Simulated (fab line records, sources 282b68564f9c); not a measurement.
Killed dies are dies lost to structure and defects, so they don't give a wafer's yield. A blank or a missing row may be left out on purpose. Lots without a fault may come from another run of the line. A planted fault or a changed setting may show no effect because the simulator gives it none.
Which tool did it? | flow rit_cmos | 7 lots, 21 wafers sampled, at 3 steps of a route of 202

WHAT THE GAUGES READ, wafer by wafer
RIT_REOX_THK_MEAS_04.
lot  | measured    | on            | REOX_OXIDE_THK (nm)
L984 | day 3 02:41 | film_metro-02 | 24.2 24.5 24.6
L986 | day 3 12:36 | film_metro-01 | 24.9 25.0 24.8
L991 | day 4 13:34 | film_metro-02 | 24.8 25.0 24.7
L993 | day 5 00:08 | film_metro-01 | 25.0 25.3 25.3
L998 | day 6 00:41 | film_metro-01 | 33.0 32.9 32.7
L100 | day 6 11:45 | film_metro-03 | 24.9 24.5 24.4
L105 | day 7 10:39 | film_metro-03 | 25.3 25.3 24.9

WHICH TOOL RAN EACH LOT (tool, then ch and the chambers of the sampled wafers, then the start)
lot  | RIT_ACTIVE_ETCH_13                | RIT_REOX_OXIDATION_03
L984 | rie_diel-01 ch 0,1,3, day 2 01:37 | furnace-04 ch 0, day 3 00:08
L986 | rie_diel-03 ch 1,2, day 2 10:43   | furnace-02 ch 0, day 3 10:02
L991 | rie_diel-02 ch 1,2,3, day 3 11:50 | furnace-03 ch 0, day 4 10:59
L993 | rie_diel-03 ch 0,3, day 3 21:43   | furnace-03 ch 0, day 4 21:35
L998 | rie_diel-02 ch 0,1, day 4 22:55   | furnace-02 ch 0, day 5 22:08
L100 | rie_diel-01 ch 0,1, day 5 08:51   | furnace-04 ch 0, day 6 09:11
L105 | rie_diel-01 ch 1,2, day 6 09:43   | furnace-04 ch 0, day 7 08:06
- RIT_ACTIVE_ETCH_13: etches Si3N4 in SF6, stops on SiO2, time 210 s, target depth 210 nm.
- RIT_REOX_OXIDATION_03: target thk 25.2 nm, ox time 5580 s.

THE ANSWER, worked out from the rows above alone
Rule: what is usual is taken from the lots themselves. Put in order of their means at a reading, lots are off if they are a third of the lots or fewer, leave a main group of 4 or more, and stand apart from it by a gap of 3 or more times the standard deviation of the main group's means; of several such gaps the widest counts. A main group whose means are all the same, to the digits that the tables above print for the reading, isn't used. A lot without any number at a reading at which 4 lots or more have one is off too. The other lots that the step has rows for count as sound.
Off: L998, at RIT_REOX_THK_MEAS_04 (REOX_OXIDE_THK). The main group: mean 24.9 nm, standard deviation 0.28.
A tool fits if, at a process step before that reading, it ran every lot that is off, and no sound lot after the first of them. The gauges at RIT_REOX_THK_MEAS_04 are tried like those tools. Can't be told from this: 3 tools fit, rie_diel-02 at RIT_ACTIVE_ETCH_13, furnace-02 at RIT_REOX_OXIDATION_03, film_metro-01 at RIT_REOX_THK_MEAS_04.

WHAT THE SIMULATOR HAD PUT IN
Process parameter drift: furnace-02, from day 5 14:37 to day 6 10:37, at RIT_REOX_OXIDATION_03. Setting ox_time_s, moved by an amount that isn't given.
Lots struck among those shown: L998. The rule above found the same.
